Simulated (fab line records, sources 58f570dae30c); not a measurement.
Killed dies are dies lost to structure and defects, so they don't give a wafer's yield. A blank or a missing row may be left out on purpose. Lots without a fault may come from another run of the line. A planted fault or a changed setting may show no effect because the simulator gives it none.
Tool commonality check | flow berkeley_cmos170 | 14 lots, 42 wafers sampled

WHY IT WAS OPENED
At UCB170_WELLDRIVE_THK_MEAS_02 the reading WELLDRIVE_OXIDE_THK is flagged on 2 of 14 lots. Wafers without a fault read 201 nm, standard deviation 4.2.
Rule: a lot is flagged when every wafer of it that has a number lies more than 4 standard deviations from that mean, or none has a number. The other lots count as sound.

lot  | measured    | on            | WELLDRIVE_OXIDE_THK (nm), wafer by wafer | flag
L657 | day 4 00:14 | film_metro-03 | 203 205 199                              |
L658 | day 4 06:58 | film_metro-03 | 195 197 197                              |
L659 | day 4 13:22 | film_metro-02 | 194 189 193                              |
L663 | day 4 21:54 | film_metro-01 | 201 204 202                              |
L662 | day 4 21:55 | film_metro-03 | 205 203 207                              |
L664 | day 5 12:24 | film_metro-01 | 205 206 202                              |
L666 | day 5 20:01 | film_metro-02 | 193 194 191                              |
L667 | day 6 04:26 | film_metro-03 | 123 130 126                              | FLAGGED
L668 | day 6 04:26 | film_metro-02 | 120 116 116                              | FLAGGED
L670 | day 6 17:39 | film_metro-03 | 206 206 203                              |
L675 | day 8 02:59 | film_metro-01 | 200 203 201                              |
L676 | day 8 11:43 | film_metro-03 | 199 198 202                              |
L678 | day 8 20:42 | film_metro-02 | 202 202 202                              |
L679 | day 8 20:42 | film_metro-01 | 207 205 206                              |
The numbers of the flagged lots are 122 nm on average: -79 nm against the usual, or -19 standard deviations.

WHICH TOOL RAN EACH LOT
The record holds 1 process step before the reading, out of a route of 331 steps. In each cell: the tool, then ch and the chambers that the sampled wafers went through, then the start.
lot  | flag    | UCB170_WELLDRIVE_OXIDATION_01
L657 |         | furnace-04 ch 0, day 3 20:44
L658 |         | furnace-02 ch 0, day 4 03:27
L659 |         | furnace-02 ch 0, day 4 09:52
L663 |         | furnace-01 ch 0, day 4 18:22
L662 |         | furnace-01 ch 0, day 4 18:22
L664 |         | furnace-04 ch 0, day 5 08:53
L666 |         | furnace-02 ch 0, day 5 16:31
L667 | FLAGGED | furnace-01 ch 0, day 6 00:56
L668 | FLAGGED | furnace-01 ch 0, day 6 00:56
L670 |         | furnace-04 ch 0, day 6 14:08
L675 |         | furnace-04 ch 0, day 7 23:29
L676 |         | furnace-02 ch 0, day 8 08:13
L678 |         | furnace-04 ch 0, day 8 17:12
L679 |         | furnace-04 ch 0, day 8 17:12
What these steps do:
- UCB170_WELLDRIVE_OXIDATION_01: target thk 199 nm, ox time 9000 s.
- UCB170_WELLDRIVE_THK_MEAS_02

FLAGGED OVER TOTAL, TOOL BY TOOL (the gauges that took the reading come last)
step                          | tool          | lots run | flagged | share of the flagged lots | sound lots run after its first flagged lot
UCB170_WELLDRIVE_OXIDATION_01 | furnace-01    | 4        | 2       | all                       | 0
UCB170_WELLDRIVE_OXIDATION_01 | furnace-02    | 4        | 0       | none                      | -
UCB170_WELLDRIVE_OXIDATION_01 | furnace-04    | 6        | 0       | none                      | -
UCB170_WELLDRIVE_THK_MEAS_02  | film_metro-01 | 4        | 0       | none                      | -
UCB170_WELLDRIVE_THK_MEAS_02  | film_metro-02 | 4        | 1       | some                      | 1 (L678)
UCB170_WELLDRIVE_THK_MEAS_02  | film_metro-03 | 6        | 1       | some                      | 2 (L670,L676)

WHAT THE TABLE ALLOWS
1 row of the table ran every flagged lot: furnace-01 at UCB170_WELLDRIVE_OXIDATION_01.
- furnace-01 at UCB170_WELLDRIVE_OXIDATION_01: 2 of its 4 lots flagged. Its last sound lot is L662 (day 4 18:22), its first flagged lot L667 (day 6 00:56): a fault that began between those two fits.
One tool is left: furnace-01 at UCB170_WELLDRIVE_OXIDATION_01.

WHAT THE SIMULATOR HAD PUT IN
Process parameter drift: furnace-01, from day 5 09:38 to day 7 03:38, at UCB170_WELLDRIVE_OXIDATION_01. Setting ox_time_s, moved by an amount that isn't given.
Lots struck among those shown: L667, L668. The rule above found the same.
